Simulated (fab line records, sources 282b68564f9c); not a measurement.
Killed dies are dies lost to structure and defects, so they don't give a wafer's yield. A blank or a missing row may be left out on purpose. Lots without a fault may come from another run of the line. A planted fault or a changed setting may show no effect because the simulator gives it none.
A struck lot beside a sound one | flow rit_cmos | 17 steps out of a route of 202
Sound: wafers L774.1, L774.5, L774.6. Struck: wafers L785.2, L785.5, L785.6. The cause comes at the end.
At each step with rows: each side's tool, then ch and its chambers, then its first start. Under that, the readings that differ: sound wafers | struck wafers | difference of the means | sigmas: that difference in standard deviations of wafers without a fault.
alike: readings whose means differ by less than 2 such deviations, and words and numbers that are the same on both sides. not compared: withheld readings, readings that some wafer has no value for, bounds like >300 that may hide the same value, and numbers for which the record gives no deviation and whose values overlap.
The two part at a step that has a row with sigmas, a row that says differs or no value, or rows on one side only. Numbers that don't overlap but have no deviation are shown without sigmas and don't part them. A reading that every wafer of one side lacks parts them only if that side has two wafers or more.

first, 1 step without rows for these wafers: RIT_PSD_IMPLANT_08.
RIT_PSD_STRIP_09: strips in O2, time 180 s.
  sound on plasma_asher-02 ch 0,1, day 3 05:04; struck on plasma_asher-02 ch 0,1, day 5 12:34
  alike: drypump_motor_current_A
  not compared: rf_hours_counter_h
RIT_PSD_TW_MEAS_10:
  sound on film_metro-03, day 3 05:14; struck on film_metro-02, day 5 12:46
  alike: PSD_TW
then, 3 steps without rows for these wafers: RIT_SDANNEAL_CLEAN_00 (cleans in SC1, time 600 s); RIT_SDANNEAL_CLEAN_01 (cleans in dHF, time 30 s); RIT_SDANNEAL_CLEAN_02 (cleans in SC2, time 600 s).
RIT_SDANNEAL_RTA_03: time 5 s.
  sound on rtp_anneal-02 ch 0, day 3 05:41; struck on rtp_anneal-01 ch 0, day 5 13:13
  alike: ramp_up_c_per_s, wafer_temp_C_max
RIT_SDANNEAL_RS_MEAS_04: measures by four-point-probe.
  sound on film_metro-02, day 3 05:49; struck on film_metro-03, day 5 13:17
  reading         | sound             | struck            | difference | sigmas
  PSD_RS (ohm/sq) | 115.5 115.4 115.7 | 116.4 116.3 116.1 | +0.7       | +2
RIT_SDANNEAL_RS_MEAS_05: measures by four-point-probe.
  sound on film_metro-02, day 3 05:56; struck on film_metro-03, day 5 13:24
  alike: NSD_RS
RIT_SDANNEAL_RS_MEAS_06: measures by four-point-probe.
  sound on film_metro-02, day 3 06:03; struck on film_metro-03, day 5 13:31
  alike: PLDD_RS
RIT_SDANNEAL_RS_MEAS_07: measures by four-point-probe.
  sound on film_metro-02, day 3 06:10; struck on film_metro-03, day 5 13:38
  alike: NLDD_RS
then, 1 step without rows for these wafers: RIT_SILICIDE_WET_ETCH_00 (etches SiO2 in BOE, target depth 14 nm, time 15 s).
RIT_SILICIDE_SPUTTER_01: material Ti, target thk 30 nm, time 229.5 s.
  sound on pvd_sputter-03, day 3 06:18; struck on pvd_sputter-01, day 5 13:45
  reading                                     | sound                | struck               | difference | sigmas
  cathode_dc_power_W (W)                      | 349.97 349.97 349.98 | 519.31 519.48 519.30 | +169.39    | +99 or more
  model.Ti_of_SILICIDE_SPUTTER_01.thk_nm (nm) | 28.33 28.16 28.3     | 42.66 42.51 42.73    | +14.37     |
  alike: throttle_valve_pct
RIT_SILICIDE_RS_MEAS_02: measures by four-point-probe.
  sound on film_metro-04, day 3 06:27; struck on film_metro-04, day 5 13:55
  reading                 | sound          | struck         | difference | sigmas
  SILICIDE_TI_RS (ohm/sq) | 51.4 51.8 51.5 | 30.9 31.0 30.9 | -20.6      | -36
RIT_SILICIDE_THK_MEAS_03: measures by xrf.
  sound on film_metro-04, day 3 06:34; struck on film_metro-04, day 5 14:02
  reading              | sound             | struck            | difference | sigmas
  SILICIDE_TI_THK (nm) | 27.99 27.83 27.89 | 41.93 42.05 42.08 | +14.12     | +54
RIT_SILICIDE_RTA_04: time 10 s, ramp up 5 s, ramp down 5 s.
  sound on rtp_anneal-01 ch 0, day 3 06:38; struck on rtp_anneal-02 ch 0, day 5 14:06
  alike: wafer_temp_C_max
RIT_M1_PROBE_99:
  sound on prober-02, day 3 13:23; struck on prober-02, day 5 20:53
  reading                              | sound             | struck            | difference | sigmas
  model.etest.nmos_0p15.r_on_ohm_um    | 1102 1101 1117    | 1163 1186 1186    | +72        |
  model.etest.npoly_line.line_ohm_um   | 167.7 172.6 171.3 | 144.1 137.5 137.3 | -30.9      |
  model.etest.ppoly_line.line_ohm_um   | 160.3 164.1 160.6 | 136.3 131.6 132.9 | -28.1      |
  model.etest.contact_pplus.end_ohm_um | 43.38 43 45.12    | 65.86 64.1 65.21  | +21.22     |
  model.etest.contact_nplus.end_ohm_um | 39.28 39.78 39.27 | 61.66 58.54 61.58 | +21.15     |
  model.etest.ppoly_line.width_nm (nm) | 106.9 104.3 105.8 | 98.4 101.1 101.2  | -5.4       |
  model.etest.npoly_line.width_nm (nm) | 106.1 103.6 104.4 | 97.48 99.69 99.79 | -5.71      |
  alike: killed_at_contacts, killed_at_front_end, killed_dies, killed_open, killed_short
  not compared: model.etest.nmos_0p3.r_on_ohm_um

WHERE THEY PART
First at RIT_SDANNEAL_RS_MEAS_04; last, within this record, at RIT_SILICIDE_THK_MEAS_03. Later steps at which nothing parts them and some readings are alike: RIT_SILICIDE_RTA_04, RIT_M1_PROBE_99.

WHY: what the simulator had put in
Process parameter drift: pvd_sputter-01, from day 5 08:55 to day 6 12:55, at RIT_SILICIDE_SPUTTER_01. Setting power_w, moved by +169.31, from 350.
